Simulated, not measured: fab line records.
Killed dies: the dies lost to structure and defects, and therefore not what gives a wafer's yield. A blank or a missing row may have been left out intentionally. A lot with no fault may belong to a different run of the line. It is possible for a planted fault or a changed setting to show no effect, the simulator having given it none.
fab line records / flow ritCmos
record: lots: 5 wafers: 15 lastDay: 7
route steps=202 shown NLDD@113 PLDD@114 SPACER@125 M1@202
lots that met no fault: from a run of the same line without faults
startH: the number of hours between the record's first day and the start of the first shown wafer of the lot / waitH: hours since the lot's step before / " identical to the entry in the row above / L1.1+2: a row that stands for several wafers / - no value, or no start given / * or withheld: withheld / < > ~ a bound
route shown NAME@n: a module of which the file shows steps, and the number in the route of the first / usual: the fault-free wafers' mean and standard deviation / same: alike in all rows / chamber/n: place in a boat / sites: per-site readings / _std_site: the standard deviation of these / _edge_site: inner sites' mean taken away from outer sites' mean / radiusMm: for every site, how far away it sits from the centre of the wafer / mask NAME#n: copy n / behind: the tool/chamber that last shaped the wafer / hold: reason for holding the lot/hours on hold/outcome of the hold / device: the n, p or np transistor that did not switch / end of line: the tests these same wafers got at the end of their route / for a step that has no rows: nothing shown but its recipe / killed: count of dies lost to structure and defects at first sort (not the wafer's yield) / map: a wafer's dies, x killed, . not, _ none there
set.NAME: the run value of the setting; set.NAME@STEP: its run value at that earlier step / model.NAME: the simulator's own value behind a step, which no gauge read
certain route steps with their lots: each step a table, each wafer a row
services: a tool's chamber out of use, with start hour (startH, from the record's first day; less than 0 if before it), hours out, and reason
== steps ==
step: RIT_NLDD_TW_MEAS_10
usual: NLDD_TW: 2515/31
lot.wafer=L446.2 tool=filmMetro-01 chamber=- startH=96.27 waitH=0.1 NLDD_TW=2526
lot.wafer=L446.4 tool=filmMetro-01 chamber=- startH=96.27 waitH=0.1 NLDD_TW=2519
lot.wafer=L446.6 tool=filmMetro-01 chamber=- startH=96.27 waitH=0.1 NLDD_TW=2529
lot.wafer=L447.3 tool=filmMetro-04 chamber=- startH=98.94 waitH=0.1 NLDD_TW=2557
lot.wafer=L447.4 tool=filmMetro-04 chamber=- startH=98.94 waitH=0.1 NLDD_TW=2572
lot.wafer=L447.5 tool=filmMetro-04 chamber=- startH=98.94 waitH=0.1 NLDD_TW=2567
lot.wafer=L455.3 tool=filmMetro-04 chamber=- startH=140.86 waitH=0.1 NLDD_TW=2550
lot.wafer=L455.5 tool=filmMetro-04 chamber=- startH=140.86 waitH=0.1 NLDD_TW=2531
lot.wafer=L455.6 tool=filmMetro-04 chamber=- startH=140.86 waitH=0.1 NLDD_TW=2557
lot.wafer=L457.1 tool=filmMetro-01 chamber=- startH=152.76 waitH=0.1 NLDD_TW=2530
lot.wafer=L457.4 tool=filmMetro-01 chamber=- startH=152.76 waitH=0.1 NLDD_TW=2531
lot.wafer=L457.5 tool=filmMetro-01 chamber=- startH=152.76 waitH=0.1 NLDD_TW=2524
lot.wafer=L459.2 tool=filmMetro-04 chamber=- startH=164.24 waitH=0.2 NLDD_TW=2556
lot.wafer=L459.3 tool=filmMetro-04 chamber=- startH=164.24 waitH=0.2 NLDD_TW=2550
lot.wafer=L459.5 tool=filmMetro-04 chamber=- startH=164.24 waitH=0.2 NLDD_TW=2551
step: RIT_PLDD_HMDS_00
recipe: primeTimeS: 60 primeTempC: 140
step: RIT_PLDD_COAT_01
recipe: resist: NOVOLAK spinRpm: 3250 resistThkNm: 1000
step: RIT_PLDD_SOFTBAKE_02
recipe: resist: NOVOLAK tempC: 90 timeS: 60
step: RIT_PLDD_EXPOSE_03
recipe: maskId: M8 na: 0.57 targetCdNm: 40900 doseMj: 250
step: RIT_PLDD_PEB_04
recipe: resist: NOVOLAK tempC: withheld timeS: withheld
step: RIT_PLDD_DEVELOP_05
recipe: resist: NOVOLAK developTimeS: 48.45 devTempC: 23
step: RIT_PLDD_OVL_MEAS_06
usual: PLDD_OVL: 0.0/1.4
lot.wafer=L446.2 tool=overlay-02 chamber=- startH=97.30 waitH=- PLDD_OVL[nm]=-0.2
lot.wafer=L446.4 tool=overlay-02 chamber=- startH=97.30 waitH=- PLDD_OVL[nm]=0.2
lot.wafer=L446.6 tool=overlay-02 chamber=- startH=97.30 waitH=- PLDD_OVL[nm]=1.3
lot.wafer=L447.3 tool=overlay-02 chamber=- startH=99.85 waitH=- PLDD_OVL[nm]=-0.5
lot.wafer=L447.4 tool=overlay-02 chamber=- startH=99.85 waitH=- PLDD_OVL[nm]=-2.6
lot.wafer=L447.5 tool=overlay-02 chamber=- startH=99.85 waitH=- PLDD_OVL[nm]=-2.2
lot.wafer=L455.3 tool=overlay-01 chamber=- startH=141.76 waitH=- PLDD_OVL[nm]=-0.9
lot.wafer=L455.5 tool=overlay-01 chamber=- startH=141.76 waitH=- PLDD_OVL[nm]=-1.0
lot.wafer=L455.6 tool=overlay-01 chamber=- startH=141.76 waitH=- PLDD_OVL[nm]=0.7
lot.wafer=L457.1 tool=overlay-02 chamber=- startH=153.67 waitH=- PLDD_OVL[nm]=-1.8
lot.wafer=L457.4 tool=overlay-02 chamber=- startH=153.67 waitH=- PLDD_OVL[nm]=-0.9
lot.wafer=L457.5 tool=overlay-02 chamber=- startH=153.67 waitH=- PLDD_OVL[nm]=-1.2
lot.wafer=L459.2 tool=overlay-01 chamber=- startH=165.14 waitH=- PLDD_OVL[nm]=0.1
lot.wafer=L459.3 tool=overlay-01 chamber=- startH=165.14 waitH=- PLDD_OVL[nm]=0.2
lot.wafer=L459.5 tool=overlay-01 chamber=- startH=165.14 waitH=- PLDD_OVL[nm]=-0.6
step: RIT_PLDD_HARDBAKE_07
recipe: resist: NOVOLAK tempC: 140 timeS: 60
step: RIT_PLDD_IMPLANT_08
recipe: species: BF2 energyKev: 20 doseCm2: 9e+14 tiltDeg: 7
step: RIT_PLDD_STRIP_09
recipe: chemistry: O2 timeS: 180 resist: NOVOLAK platenTempC: withheld powerW: 500 pressureMtorr: 4000 o2FlowSccm: 4000
usual: drypumpMotorCurrentA: 5.5/0.52
lot.wafer=L446.2 tool=plasmaAsher-04 chamber=1 startH=97.63 waitH=0.1 drypumpMotorCurrentA=5.4 rfHoursCounterH=46
lot.wafer=L446.4 tool=plasmaAsher-04 chamber=1 startH=97.63 waitH=0.1 drypumpMotorCurrentA=5.4 rfHoursCounterH=-
lot.wafer=L446.6 tool=plasmaAsher-04 chamber=1 startH=97.63 waitH=0.1 drypumpMotorCurrentA=5.4 rfHoursCounterH=-
lot.wafer=L447.3 tool=plasmaAsher-03 chamber=1 startH=100.23 waitH=0.1 drypumpMotorCurrentA=6.2 rfHoursCounterH=-
lot.wafer=L447.4 tool=plasmaAsher-03 chamber=0 startH=100.23 waitH=0.1 drypumpMotorCurrentA=5.9 rfHoursCounterH=-
lot.wafer=L447.5 tool=plasmaAsher-03 chamber=0 startH=100.23 waitH=0.1 drypumpMotorCurrentA=5.9 rfHoursCounterH=-
lot.wafer=L455.3 tool=plasmaAsher-04 chamber=1 startH=142.14 waitH=0.1 drypumpMotorCurrentA=5.4 rfHoursCounterH=-
lot.wafer=L455.5 tool=plasmaAsher-04 chamber=1 startH=142.14 waitH=0.1 drypumpMotorCurrentA=5.4 rfHoursCounterH=-
lot.wafer=L455.6 tool=plasmaAsher-04 chamber=0 startH=142.14 waitH=0.1 drypumpMotorCurrentA=4.8 rfHoursCounterH=-
lot.wafer=L457.1 tool=plasmaAsher-03 chamber=1 startH=154.01 waitH=0.1 drypumpMotorCurrentA=6.2 rfHoursCounterH=38
lot.wafer=L457.4 tool=plasmaAsher-03 chamber=1 startH=154.01 waitH=0.1 drypumpMotorCurrentA=6.2 rfHoursCounterH=-
lot.wafer=L457.5 tool=plasmaAsher-03 chamber=1 startH=154.01 waitH=0.1 drypumpMotorCurrentA=6.2 rfHoursCounterH=-
lot.wafer=L459.2 tool=plasmaAsher-02 chamber=0 startH=165.47 waitH=0.1 drypumpMotorCurrentA=5.9 rfHoursCounterH=52
lot.wafer=L459.3 tool=plasmaAsher-02 chamber=1 startH=165.47 waitH=0.1 drypumpMotorCurrentA=4.9 rfHoursCounterH=-
lot.wafer=L459.5 tool=plasmaAsher-02 chamber=1 startH=165.47 waitH=0.1 drypumpMotorCurrentA=4.9 rfHoursCounterH=-
step: RIT_PLDD_TW_MEAS_10
usual: PLDD_TW: 2366/27
lot.wafer=L446.2 tool=filmMetro-04 chamber=- startH=97.82 waitH=0.1 PLDD_TW=2408
lot.wafer=L446.4 tool=filmMetro-04 chamber=- startH=97.82 waitH=0.1 PLDD_TW=2405
lot.wafer=L446.6 tool=filmMetro-04 chamber=- startH=97.82 waitH=0.1 PLDD_TW=2398
lot.wafer=L447.3 tool=filmMetro-01 chamber=- startH=100.36 waitH=0.1 PLDD_TW=2361
lot.wafer=L447.4 tool=filmMetro-01 chamber=- startH=100.36 waitH=0.1 PLDD_TW=2369
lot.wafer=L447.5 tool=filmMetro-01 chamber=- startH=100.36 waitH=0.1 PLDD_TW=2367
lot.wafer=L455.3 tool=filmMetro-02 chamber=- startH=142.28 waitH=0.1 PLDD_TW=2350
lot.wafer=L455.5 tool=filmMetro-02 chamber=- startH=142.28 waitH=0.1 PLDD_TW=2342
lot.wafer=L455.6 tool=filmMetro-02 chamber=- startH=142.28 waitH=0.1 PLDD_TW=2334
lot.wafer=L457.1 tool=filmMetro-01 chamber=- startH=154.18 waitH=0.1 PLDD_TW=2371
lot.wafer=L457.4 tool=filmMetro-01 chamber=- startH=154.18 waitH=0.1 PLDD_TW=2379
lot.wafer=L457.5 tool=filmMetro-01 chamber=- startH=154.18 waitH=0.1 PLDD_TW=2379
lot.wafer=L459.2 tool=filmMetro-01 chamber=- startH=165.66 waitH=0.1 PLDD_TW=2376
lot.wafer=L459.3 tool=filmMetro-01 chamber=- startH=165.66 waitH=0.1 PLDD_TW=2382
lot.wafer=L459.5 tool=filmMetro-01 chamber=- startH=165.66 waitH=0.1 PLDD_TW=2381
step: RIT_SPACER_CLEAN_00
recipe: chemistry: SC1 mix: 3:3:50 timeS: 600 tempC: 75
usual: runLengthS: 628/3.6
lot.wafer=L446.2 tool=wetBench-03 chamber=3 startH=97.87 waitH=0.0 runLengthS=628
lot.wafer=L446.4 tool=wetBench-03 chamber=3 startH=97.87 waitH=0.0 runLengthS=628
lot.wafer=L446.6 tool=wetBench-03 chamber=3 startH=97.87 waitH=0.0 runLengthS=628
lot.wafer=L447.3 tool=wetBench-04 chamber=1 startH=100.40 waitH=0.0 runLengthS=626
lot.wafer=L447.4 tool=wetBench-04 chamber=1 startH=100.40 waitH=0.0 runLengthS=626
lot.wafer=L447.5 tool=wetBench-04 chamber=1 startH=100.40 waitH=0.0 runLengthS=626
lot.wafer=L455.3 tool=wetBench-04 chamber=3 startH=142.32 waitH=0.0 runLengthS=761
lot.wafer=L455.5 tool=wetBench-04 chamber=3 startH=142.32 waitH=0.0 runLengthS=761
lot.wafer=L455.6 tool=wetBench-04 chamber=3 startH=142.32 waitH=0.0 runLengthS=761
lot.wafer=L457.1 tool=wetBench-01 chamber=2 startH=154.24 waitH=0.1 runLengthS=626
lot.wafer=L457.4 tool=wetBench-01 chamber=2 startH=154.24 waitH=0.1 runLengthS=626
lot.wafer=L457.5 tool=wetBench-01 chamber=2 startH=154.24 waitH=0.1 runLengthS=626
lot.wafer=L459.2 tool=wetBench-01 chamber=2 startH=165.71 waitH=0.0 runLengthS=626
lot.wafer=L459.3 tool=wetBench-01 chamber=2 startH=165.71 waitH=0.0 runLengthS=626
lot.wafer=L459.5 tool=wetBench-01 chamber=2 startH=165.71 waitH=0.0 runLengthS=626
step: RIT_SPACER_CLEAN_01
recipe: chemistry: dHF dilution: 50:1 timeS: 30
step: RIT_M1_PROBE_99
usual: killedAtContacts: 0.1/0.31 killedAtFrontEnd: 7/3.2 killedDies: 7/3.2 killedOpen: 3.6/1.9 killedShort: 3.6/2
same: grossDies: 264 killed_at_M0_to_M3: 0 killed_at_M4_up: 0 killedAtBackSide: 0 killedAtOther: 0
lot.wafer=L447.3 tool=prober-02 chamber=- startH=113.78 waitH=0.2 killedAtContacts=0 killedAtFrontEnd=7 killedDies=7 killedOpen=5 killedShort=2
lot.wafer=L447.4 tool=prober-02 chamber=- startH=113.83 waitH=0.2 killedAtContacts=1 killedAtFrontEnd=6 killedDies=7 killedOpen=2 killedShort=5
lot.wafer=L447.5 tool=prober-02 chamber=- startH=113.88 waitH=0.2 killedAtContacts=0 killedAtFrontEnd=6 killedDies=6 killedOpen=2 killedShort=4
killed by level:class
L447.3 GATE:geometricParticle:short=2 REOX:geometricParticle:open=2 FOX1:geometricParticle:open=1 GATE:geometricParticle:open=1 SPACER:geometricParticle:open=1
L447.4 SPACER:geometricParticle:short=3 GATE:geometricParticle:short=1 GATE:geometricParticle:open=1 REOX:geometricParticle:short=1 CONTACT:geometricParticle:open=1
L447.5 GATE:geometricParticle:short=3 FOX1:geometricParticle:open=1 SPACER:geometricParticle:open=1 SILICIDE:geometricParticle:short=1
== services ==
tool=plasmaAsher-04 chamber=- startH=93.70 hours=0.7 kind=repair
tool=plasmaAsher-04 chamber=- startH=108.75 hours=9.0 kind=pm
tool=plasmaAsher-04 chamber=0 startH=108.75 hours=9.0 kind=ventCycle
tool=plasmaAsher-04 chamber=1 startH=108.75 hours=9.0 kind=ventCycle
tool=plasmaAsher-04 chamber=- startH=117.75 hours=2.8 kind=pm
tool=plasmaAsher-04 chamber=0 startH=117.75 hours=- kind=clean
tool=plasmaAsher-04 chamber=1 startH=117.75 hours=- kind=clean
== key ==
firstSign: step: RIT_SPACER_CLEAN_00 reading: runLengthS direction: up sigmas: 37 usual: * struck: *
effect none on later readings
metAt RIT_SPACER_CLEAN_00
struckWafers L455.3,L455.5,L455.6
testerLeftOut L455
fault: kind: processParameterDrift tool: wetBench-04 chamber: 3 onsetH: 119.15 steps: RIT_SPACER_CLEAN_00 channel: timeS offset: * shape: step endH: 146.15 actsIn: * stated: *
testerLeftOut: of these lots the tester's yield and bins aren't shown, on N5 and GAA mostly nor the transistor test; their killed dies are dies lost to structure and defects alone, not to doping, threshold or leakage, so they don't give the yield
